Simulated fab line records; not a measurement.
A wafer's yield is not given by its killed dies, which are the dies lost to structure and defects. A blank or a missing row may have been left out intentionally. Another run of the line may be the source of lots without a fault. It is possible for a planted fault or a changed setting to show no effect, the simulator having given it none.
fab line records    flow berkeley_cmos170
record: lots: 14  wafers: 42  last_day: 10
route steps=331 shown NWELL@18 ACTIVE@73 PVT@124 M3@312
lots with no fault: from the same line, run without faults
start_h: start of the lot's first displayed wafer, in hours after the record's first day    wait_h: hours since the lot's step before    " identical to the entry in the row above    L1.1+2: a row that stands for several wafers    - value missing, or start not given    * or withheld: withheld    < > ~ a bound
route shown NAME@n: a module of which the file shows steps, and the number in the route of the first    usual: the fault-free wafers' mean and standard deviation    same: alike in all rows    chamber/n: place in a boat    sites: per-site readings    _std_site: their standard deviation    _edge_site: mean of outer sites minus mean of inner sites    radius_mm: for every site, how far away it sits from the centre of the wafer    mask NAME#n: copy n    behind: tool/chamber where the wafer was last shaped    hold: the reason the lot was held/the length of the hold in hours/how it ended    device: which transistor (n, p or np) failed to switch    end of line: at the end of the route, the tests of the same wafers    a step with no rows: only its recipe    killed: at the first sort, the dies lost to defects and structure; wafer yield is something else    map: dies across one wafer; x = killed, . = not, _ = none there
set.NAME: the run value of the setting; set.NAME@STEP: its run value at that earlier step    model.NAME: the simulator's own value behind a step, which no gauge read
the route's steps for a sample of lots (tables are steps, rows are wafers)
services: when a tool's chamber went out of use (start_h, in hours from the record's first day, below 0 if earlier), for how many hours, and the reason
== steps ==
step: UCB170_NWELL_CVD_04
recipe: material: Si3N4  target_thk_nm: 224  temp_c: 800  precursor: SiH2Cl2/NH3  time_s: 3360  pressure_mtorr: 200  sih2cl2_flow_sccm: 25  nh3_flow_sccm: 75
usual: spike_tc_source_C: 822.5/2
lot.wafer  tool      chamber  start_h  wait_h  spike_tc_source_C
L171.1     lpcvd-02  1        32.41    1.7     826.1
L171.2     "         1        "        "       823.7
L171.4     "         1        "        "       824.6
L172.3     lpcvd-01  1        34.76    0.0     819.5
L172.4     "         1        "        "       822.9
L172.5     "         1        "        "       819.8
L173.1     lpcvd-02  0        44.46    0.0     823.3
L173.3     "         0        "        "       821.3
L173.4     "         0        "        "       820.5
L174.1     lpcvd-02  0        44.46    0.0     822.3
L174.3     "         0        "        "       820.4
L174.6     "         0        "        "       822.0
L175.2     lpcvd-01  1        52.62    0.0     822.0
L175.5     "         1        "        "       820.5
L175.6     "         1        "        "       820.2
L177.1     lpcvd-01  0        52.62    0.0     824.4
L177.2     "         0        "        "       823.1
L177.5     "         0        "        "       822.0
L179.1     lpcvd-01  0        65.54    0.0     822.4
L179.3     "         0        "        "       822.7
L179.4     "         0        "        "       821.5
L180.2     lpcvd-01  0        73.32    0.0     823.3
L180.5     "         0        "        "       822.1
L180.6     "         0        "        "       820.4
L181.1     lpcvd-02  0        76.22    1.4     822.6
L181.3     "         0        "        "       819.9
L181.5     "         0        "        "       822.7
L182.1     lpcvd-02  1        81.82    0.0     826.8
L182.4     "         1        "        "       825.9
L182.6     "         1        "        "       825.1
L183.2     lpcvd-02  0        87.42    0.0     821.7
L183.3     "         0        "        "       820.5
L183.6     "         0        "        "       819.6
L184.1     lpcvd-01  1        91.35    0.0     822.8
L184.2     "         1        "        "       820.8
L184.3     "         1        "        "       818.6
L184.1     lpcvd-01  1        93.94    0.7     821.4
L184.2     "         1        "        "       821.9
L184.3     "         1        "        "       822.2
L189.3     lpcvd-02  0        113.09   0.0     821.4
L189.5     "         0        "        "       819.6
L189.6     "         0        "        "       822.3
L191.1     lpcvd-02  1        126.31   0.0     824.5
L191.4     "         1        "        "       823.5
L191.5     "         1        "        "       824.6
L191.1     lpcvd-01  1        129.79   1.5     820.9
L191.4     "         1        "        "       821.4
L191.5     "         1        "        "       820.3
step: UCB170_NWELL_THK_MEAS_05
recipe: reads: Si3N4_of_NWELL_CVD_04
usual: NWELL_NITRIDE_THK: 223.7/1.9
lot.wafer  tool           chamber  start_h  wait_h  NWELL_NITRIDE_THK[nm]
L171.1     film_metro-04  -        34.34    0.0     223.2
L171.2     "              -        "        "       226.7
L171.4     "              -        "        "       225.1
L172.3     film_metro-02  -        36.71    0.0     224.1
L172.4     "              -        "        "       222.7
L172.5     "              -        "        "       222.2
L173.1     film_metro-02  -        46.39    0.0     226.3
L173.3     "              -        "        "       225.7
L173.4     "              -        "        "       227.2
L174.1     film_metro-04  -        46.39    0.0     227.1
L174.3     "              -        "        "       225.7
L174.6     "              -        "        "       228.4
L175.2     film_metro-04  -        54.56    0.0     222.6
L175.5     "              -        "        "       224.5
L175.6     "              -        "        "       223.7
L177.1     film_metro-03  -        54.59    0.0     223.8
L177.2     "              -        "        "       224.3
L177.5     "              -        "        "       222.6
L179.1     film_metro-02  -        67.47    0.0     225.1
L179.3     "              -        "        "       225.9
L179.4     "              -        "        "       224.0
L180.2     film_metro-03  -        75.26    0.0     222.8
L180.5     "              -        "        "       222.6
L180.6     "              -        "        "       224.6
L181.1     film_metro-02  -        79.22    0.1     223.3
L181.3     "              -        "        "       222.4
L181.5     "              -        "        "       223.0
L182.1     film_metro-03  -        83.76    0.0     224.7
L182.4     "              -        "        "       222.6
L182.6     "              -        "        "       224.5
L183.2     film_metro-04  -        89.36    0.0     224.6
L183.3     "              -        "        "       224.7
L183.6     "              -        "        "       226.9
L184.1     film_metro-02  -        95.87    0.0     450.2
L184.2     "              -        "        "       448.7
L184.3     "              -        "        "       445.3
L189.3     film_metro-02  -        115.04   0.0     221.1
L189.5     "              -        "        "       221.3
L189.6     "              -        "        "       222.3
L191.1     film_metro-02  -        131.76   0.0     443.4
L191.4     "              -        "        "       443.7
L191.5     "              -        "        "       440.4
step: UCB170_NWELL_ETCH_13
recipe: chemistry: CH3F/Ar/O2  target: Si3N4  stop_on: SiO2  CH3F_flow_sccm: 20  Ar_flow_sccm: 50  O2_flow_sccm: 7  pressure_mtorr: 50  rf_w: 450  target_depth_a: 2464  over_etch_frac: 0.1  time_s: 154
usual: drypump_motor_current_A: 5.6/0.57  oes_product_au: 0.937/0.015  throttle_valve_pct: 8.02/0.13
lot.wafer  tool         chamber  start_h  wait_h  drypump_motor_current_A  oes_product_au  rf_hours_counter_h  throttle_valve_pct
L171.1     rie_diel-01  3        35.28    0.0     5.2                      0.954           9                   8.15
L171.2     "            2        "        "       5.3                      0.947           68                  7.94
L171.4     "            0        "        "       5.2                      0.935           14                  7.95
L172.3     rie_diel-01  1        37.69    0.0     6.7                      0.952           1                   7.92
L172.4     "            3        "        "       5.2                      0.959           9                   8.16
L172.5     "            2        "        "       5.3                      0.937           -                   7.94
L174.1     rie_diel-02  0        48.09    0.0     5.8                      0.940           178                 7.91
L174.3     "            3        "        "       5.8                      0.962           104                 8.10
L174.6     "            3        "        "       5.8                      0.967           -                   8.12
L173.1     rie_diel-01  0        48.12    0.0     5.3                      0.932           15                  7.95
L173.3     "            2        "        "       5.3                      0.951           68                  7.92
L173.4     "            1        "        "       6.7                      0.952           2                   7.94
L175.2     rie_diel-01  0        55.49    0.0     5.3                      0.926           15                  7.95
L175.5     "            2        "        "       5.3                      0.937           -                   7.93
L175.6     "            1        "        "       6.7                      0.950           -                   7.93
L177.1     rie_diel-01  2        55.85    0.0     5.3                      0.939           69                  7.94
L177.2     "            1        "        "       6.7                      0.951           2                   7.94
L177.5     "            0        "        "       5.3                      0.929           -                   7.95
L179.1     rie_diel-03  1        68.78    0.0     6.0                      0.919           149                 8.21
L179.3     "            0        "        "       5.1                      0.932           30                  7.97
L179.4     "            2        "        "       6.2                      0.939           46                  8.19
L180.2     rie_diel-03  2        76.46    0.0     6.2                      0.938           47                  8.21
L180.5     "            2        "        "       6.3                      0.939           -                   8.19
L180.6     "            1        "        "       6.0                      0.921           -                   8.22
L181.1     rie_diel-01  1        80.50    0.0     6.7                      0.942           3                   7.93
L181.3     "            3        "        "       5.2                      0.963           11                  8.16
L181.5     "            3        "        "       5.2                      0.952           -                   8.16
L182.1     rie_diel-03  3        85.02    0.0     4.8                      0.925           69                  8.00
L182.4     "            1        "        "       5.9                      0.912           150                 8.22
L182.6     "            2        "        "       6.3                      0.937           -                   8.20
L183.2     rie_diel-01  1        91.24    0.0     6.7                      0.955           4                   7.93
L183.3     "            0        "        "       5.2                      0.929           17                  7.93
L183.6     "            0        "        "       5.3                      0.934           -                   7.95
L184.1     rie_diel-01  0        97.21    0.0     5.3                      0.991           17                  7.94
L184.2     "            3        "        "       5.2                      1.002           11                  8.18
L184.3     "            1        "        "       6.7                      1.012           4                   7.92
L189.3     rie_diel-03  2        116.56   0.0     6.3                      0.933           49                  8.20
L189.5     "            3        "        "       4.8                      0.921           -                   7.99
L189.6     "            0        "        "       5.1                      0.925           -                   7.94
L191.1     rie_diel-02  1        132.77   0.0     5.6                      0.962           4                   7.79
L191.4     "            1        "        "       5.6                      0.965           -                   7.78
L191.5     "            3        "        "       5.8                      1.003           -                   8.11
step: UCB170_ACTIVE_CD_MEAS_13
recipe: target_cd_nm: 1200
usual: cd_nm: 1200.5/1.4
lot.wafer  tool       chamber  start_h  wait_h  cd_nm
L172.3     cd_sem-01  -        80.03    -       1199.5
L172.4     "          -        "        "       1200.1
L172.5     "          -        "        "       1200.8
L171.1     cd_sem-02  -        80.31    -       1201.0
L171.2     "          -        "        "       1200.1
L171.4     "          -        "        "       1201.3
L174.1     cd_sem-01  -        91.49    -       1201.5
L174.3     "          -        "        "       1201.2
L174.6     "          -        "        "       1200.5
L173.1     cd_sem-01  -        91.76    -       1201.2
L173.3     "          -        "        "       1200.8
L173.4     "          -        "        "       1201.6
L177.1     cd_sem-01  -        97.70    -       1201.4
L177.2     "          -        "        "       1200.0
L177.5     "          -        "        "       1200.9
L175.2     cd_sem-01  -        98.03    -       1200.9
L175.5     "          -        "        "       1199.5
L175.6     "          -        "        "       1199.2
L179.1     cd_sem-01  -        108.88   -       1202.7
L179.3     "          -        "        "       1202.0
L179.4     "          -        "        "       1201.2
L180.2     cd_sem-01  -        114.54   -       1197.8
L180.5     "          -        "        "       1196.6
L180.6     "          -        "        "       1199.2
L181.1     cd_sem-01  -        121.10   -       1201.5
L181.3     "          -        "        "       1198.3
L181.5     "          -        "        "       1200.9
L182.1     cd_sem-02  -        121.34   -       1198.8
L182.4     "          -        "        "       1199.1
L182.6     "          -        "        "       1198.5
L183.2     cd_sem-02  -        133.20   -       1201.1
L183.3     "          -        "        "       1199.2
L183.6     "          -        "        "       1198.5
L189.3     cd_sem-02  -        165.62   -       1198.7
L189.5     "          -        "        "       1198.7
L189.6     "          -        "        "       1199.3
step: UCB170_PVT_TW_MEAS_09
usual: PVT_TW: 505.0/2.4
lot.wafer  tool           chamber  start_h  wait_h  PVT_TW
L172.3     film_metro-01  -        109.64   0.1     502.2
L172.4     "              -        "        "       503.0
L172.5     "              -        "        "       509.1
L171.1     film_metro-02  -        109.90   0.1     505.6
L171.2     "              -        "        "       508.3
L171.4     "              -        "        "       505.7
L174.1     film_metro-02  -        117.73   0.1     509.2
L174.3     "              -        "        "       510.2
L174.6     "              -        "        "       507.8
L173.1     film_metro-03  -        117.84   0.1     501.3
L173.3     "              -        "        "       502.3
L173.4     "              -        "        "       504.3
L175.2     film_metro-02  -        124.82   0.1     505.2
L175.5     "              -        "        "       506.6
L175.6     "              -        "        "       507.2
L177.1     film_metro-01  -        125.43   0.1     505.3
L177.2     "              -        "        "       507.5
L177.5     "              -        "        "       506.4
L179.1     film_metro-02  -        137.43   0.1     505.9
L179.3     "              -        "        "       505.8
L179.4     "              -        "        "       506.4
L180.2     film_metro-02  -        142.10   0.1     504.9
L180.5     "              -        "        "       504.1
L180.6     "              -        "        "       505.4
L182.1     film_metro-02  -        157.03   0.1     507.0
L182.4     "              -        "        "       506.0
L182.6     "              -        "        "       509.8
L181.1     film_metro-03  -        157.28   0.1     504.1
L181.3     "              -        "        "       503.8
L181.5     "              -        "        "       500.9
L183.2     film_metro-01  -        168.14   0.1     502.4
L183.3     "              -        "        "       505.7
L183.6     "              -        "        "       506.7
L189.3     film_metro-03  -        197.67   0.1     502.6
L189.5     "              -        "        "       503.9
L189.6     "              -        "        "       503.9
step: UCB170_M3_THK_MEAS_03
recipe: thk_meas_gauge: xrf  reads: Al_of_M3_SPUTTER_01
usual: M3_AL_THK: 913/9.7
lot.wafer  tool           chamber  start_h  wait_h  M3_AL_THK[nm]
L172.3     film_metro-04  -        160.23   0.1     924
L172.4     "              -        "        "       902
L172.5     "              -        "        "       925
L173.1     film_metro-01  -        161.01   0.1     915
L173.3     "              -        "        "       918
L173.4     "              -        "        "       907
L171.1     film_metro-03  -        161.18   0.1     892
L171.2     "              -        "        "       896
L171.4     "              -        "        "       897
L174.1     film_metro-04  -        161.46   0.1     897
L174.3     "              -        "        "       922
L174.6     "              -        "        "       928
L177.1     film_metro-03  -        175.24   0.1     908
L177.2     "              -        "        "       900
L177.5     "              -        "        "       909
L175.2     film_metro-04  -        176.35   0.1     923
L175.5     "              -        "        "       920
L175.6     "              -        "        "       919
L179.1     film_metro-03  -        188.69   0.1     902
L179.3     "              -        "        "       913
L179.4     "              -        "        "       907
L180.2     film_metro-01  -        192.63   0.1     911
L180.5     "              -        "        "       901
L180.6     "              -        "        "       905
L182.1     film_metro-03  -        204.02   0.1     921
L182.4     "              -        "        "       919
L182.6     "              -        "        "       925
L181.1     film_metro-01  -        204.26   0.1     894
L181.3     "              -        "        "       897
L181.5     "              -        "        "       891
L183.2     film_metro-04  -        215.28   0.1     928
L183.3     "              -        "        "       925
L183.6     "              -        "        "       919
L189.3     film_metro-04  -        246.08   0.1     922
L189.5     "              -        "        "       918
L189.6     "              -        "        "       918
== services ==
tool         chamber  start_h  hours  kind
rie_diel-02  3        16.29    4.5    repair
rie_diel-02  1        31.33    -      clean
rie_diel-02  1        31.33    17.5   scheduled_down
rie_diel-02  1        31.33    17.5   vent_cycle
rie_diel-03  3        37.43    23.6   repair
rie_diel-02  0        48.83    -      clean
rie_diel-02  0        48.83    16.3   scheduled_down
rie_diel-02  0        48.83    16.3   vent_cycle
lpcvd-01     -        60.42    2.8    pm
rie_diel-02  0        119.95   15.3   repair
rie_diel-02  2        127.36   4.1    repair
rie_diel-03  0        128.71   12.0   repair
== key ==
first_sign: step: UCB170_NWELL_CVD_04  reading: visit  direction: added
effect: step: UCB170_NWELL_THK_MEAS_05  reading: NWELL_NITRIDE_THK  direction: up  sigmas: 99+  usual: 223.7  struck: 445.3
effect: step: UCB170_NWELL_ETCH_13  reading: oes_product_au  direction: up  sigmas: 3.5  usual: 0.937  struck: 0.989
met_at UCB170_NWELL_CVD_04
struck_lots L184,L191
later_rows_left_out L184.1,L184.2,L184.3,L191.1,L191.4,L191.5
sort_left_out L184.1,L184.2,L184.3,L191.1,L191.4,L191.5
tester_left_out L184,L191
not_acting_at UCB170_ACTIVE_CD_MEAS_13,UCB170_PVT_TW_MEAS_09,UCB170_M3_THK_MEAS_03
fault: kind: repeated_step_whole  tool: lpcvd-01,lpcvd-02  chamber: -  onset_h: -  steps: UCB170_NWELL_CVD_04  times: 1  scope: struck_lots_only
tester_left_out: of these lots the tester's yield and bins aren't shown, on N5 and GAA mostly nor the transistor test; their killed dies are dies lost to structure and defects alone, not to doping, threshold or leakage, so they don't give the yield
sort_left_out: the simulated sort isn't trusted on such a fault, so these wafers' sort isn't shown, and their yield isn't known
later_rows_left_out: the simulator's readings of these wafers behind a module that went badly wrong aren't trusted and aren't shown, but for the sort
